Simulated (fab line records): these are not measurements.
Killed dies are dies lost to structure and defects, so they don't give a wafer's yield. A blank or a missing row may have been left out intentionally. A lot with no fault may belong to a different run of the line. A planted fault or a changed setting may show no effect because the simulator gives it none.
Chamber matching	flow berkeleyCmos170	wetBench-03 running UCB170_CONTACT_CLEAN_00: 3 sister chambers
The step cleans in SPM, time 600 s. 6 wafers are shown with their chamber, then 7 later ones without.

== EACH WAFER AND ITS CHAMBER ==
wafer	chamber	bathHeatDutyPct (%)
L074.2	0	13.9
L074.3	0	12.6
L088.5	2	12.6
L088.6	2	12.7
L092.1	3	11.2
L092.2	3	11.6

== WAFERS WHOSE CHAMBER IS MISSING ==
wafer	bathHeatDutyPct (%)
L092.3	13.1
L092.4	13.4
L092.5	12.4
L092.6	11.8
L089.1	11.7
L089.5	13.5
L089.6	12.6

== WHICH CHAMBER EACH ONE RAN IN ==
wafer	from the rows above	in truth
L092.3	can't be placed: 0 or 2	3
L092.4	can't be placed: 0 or 2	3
L092.5	can't be placed: 2 or 0 or 3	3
L092.6	can't be placed: 3 or 2 or 0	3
L089.1	can't be placed: 3 or 2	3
L089.5	can't be placed: 0 or 2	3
L089.6	can't be placed: 2 or 0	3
Correctly placed: 0 of 7. Cannot be placed on the basis of these rows: 7; the candidates contain the true chamber in 3. Number placed wrongly: 0.
How it was worked out, from the rows above alone: a wafer's distance from a chamber is the root of the sum, over the readings, of the square of ((its reading less the chamber's mean) divided by the reading's scatter). The wafer belongs to the nearest chamber; if the next one is less than 2 further off, it can't be placed. A chamber's mean is the mean of its shown wafers. The scatter: take each reading less its chamber's mean, square it, sum over the shown wafers, divide by the number of wafers less the number of chambers, and take the root.
